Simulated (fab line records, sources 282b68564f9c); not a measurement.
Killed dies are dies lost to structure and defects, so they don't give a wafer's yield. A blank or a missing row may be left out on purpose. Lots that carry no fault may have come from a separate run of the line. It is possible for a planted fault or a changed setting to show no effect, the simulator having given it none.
A lot that was struck, set against a sound lot + flow rit-cmos + 21 steps out of a route of 202
Sound: the wafers L832.2, L832.3, L832.5. Wafers L842.3, L842.4, L842.5 were the ones struck. Last of all comes the cause.
For every step that has rows: the tool of each side, followed by ch and its chambers, followed by its first start. Under that, the readings that differ: sound wafers + struck wafers + difference of the means + sigmas: that difference in standard deviations of wafers without a fault.
alike: a reading whose means differ by less than 2 such deviations, as well as words and numbers matching on both sides. not compared: withheld readings; readings where some wafer has no value; bounds like >300 that might hide an equal value; numbers whose values overlap and for which the record gives no deviation.
Wherever a step has rows on one side only, a row that says differs or no value, or a row with sigmas, the two part there. Numbers that have no deviation but don't overlap get no sigmas and don't part them. Lack of a reading on every wafer of one side parts them only where that side has two or more wafers.

first, 3 steps without rows for these wafers: RIT_GATE_CLEAN_02 (cleans in dHF, time 30 s); RIT_GATE_CLEAN_03 (cleans in SC2, time 600 s); RIT_GATE_CLEAN_04 (cleans in dHF, time 60 s).
RIT_FOX2_THK_MEAS_91:
  sound on film-metro-04 at day 2 18:32; struck on film-metro-04 at day 4 16:36
| reading                     | sound       | struck      | difference | sigmas |
|-----------------------------|-------------|-------------|------------|--------|
| FIELD_OXIDE_LEFT_2_THK (nm) | 264 262 261 | 250 250 247 | -13        | -2     |
then, 2 steps without rows for these wafers: RIT_GATE_OXIDATION_05 (target thk 3 nm, ox time 270 s); RIT_GATE_ANNEAL_06 (time 600 s).
RIT_GATE_THK_MEAS_07:
  sound on film-metro-04 at day 2 19:55; struck on film-metro-04 at day 4 21:07
  alike: GATE_OXIDE_THK
then, 1 step without rows for these wafers: RIT_GATE_CVD_08 (deposits poly-Si from SiH4, target thk 250 nm, time 2220 s).
RIT_GATE_THK_MEAS_09:
  sound on film-metro-04 at day 2 23:10; struck on film-metro-03 at day 4 23:36
  alike: GATE_POLY_THK
then, 3 steps without rows for these wafers: RIT_GATE_HMDS_10 (prime time 60 s); RIT_GATE_COAT_11 (resist thk 850 nm); RIT_GATE_SOFTBAKE_12 (time 60 s).
RIT_GATE_EXPOSE_13: exposes mask M6, target cd 150 nm.
  sound on iline-stepper-01 ch 0, day 2 23:41; struck on iline-stepper-01 ch 0, day 5 00:15
| reading              | sound             | struck            | difference | sigmas |
|----------------------|-------------------|-------------------|------------|--------|
| exposure-dose-mJ-cm2 | 379.9 379.5 380.3 | 364.3 364.4 364.7 | -15.4      | -43    |
  alike: mask, reticle-temp-C
then, 2 steps without rows for these wafers: RIT_GATE_PEB_14; RIT_GATE_DEVELOP_15 (develop time 50 s).
RIT_GATE_CD_MEAS_16: the cd target is 150 nm.
  sound on cd-sem-01 at day 3 00:05; struck on cd-sem-02 at day 5 00:39
| reading    | sound             | struck         | difference | sigmas |
|------------|-------------------|----------------|------------|--------|
| cd-nm (nm) | 152.2 153.1 152.2 | 74.3 11.1 37.3 | -111.6     | -53    |
RIT_GATE_OVL_MEAS_17:
  sound on overlay-02 at day 3 00:11; struck on overlay-01 at day 5 00:44
  alike: GATE_OVL
then, 1 step without rows for these wafers: RIT_GATE_HARDBAKE_18 (time 60 s).
RIT_GATE_ETCH_19: etches poly-Si in SF6/CHF3/O2, stops on SiO2, time 165 s, target depth 312.5 nm.
  sound on rie-si-02 ch 1,3, day 3 00:27; struck on rie-si-02 ch 0,3, day 5 00:55
| reading               | sound           | struck           | difference | sigmas |
|-----------------------|-----------------|------------------|------------|--------|
| model.GATE.cd-nm (nm) | 152 152.9 152.1 | 74.19 11.04 37.2 | -111.52    |        |
  alike: SF6_flow_sccm, chamber-pressure-mTorr, drypump-motor-current-A, oes-product-au, throttle-valve-pct
  not compared: rf-hours-counter-h
RIT_GATE_STRIP_20: strips in O2, time 180 s.
  sound on plasma-asher-04 ch 0,1, day 3 00:34; struck on plasma-asher-03 ch 0,1, day 5 01:05
  alike: chamber-pressure-mTorr, drypump-motor-current-A
  not compared: rf-hours-counter-h
RIT_M1_PROBE_99:
  the record has rows for the struck wafers here (prober-02, day 5 21:30) and none for the sound ones

## WHERE THEY PART
First at RIT_FOX2_THK_MEAS_91; last, within this record, at RIT_M1_PROBE_99.

WHY: what had been put in by the simulator
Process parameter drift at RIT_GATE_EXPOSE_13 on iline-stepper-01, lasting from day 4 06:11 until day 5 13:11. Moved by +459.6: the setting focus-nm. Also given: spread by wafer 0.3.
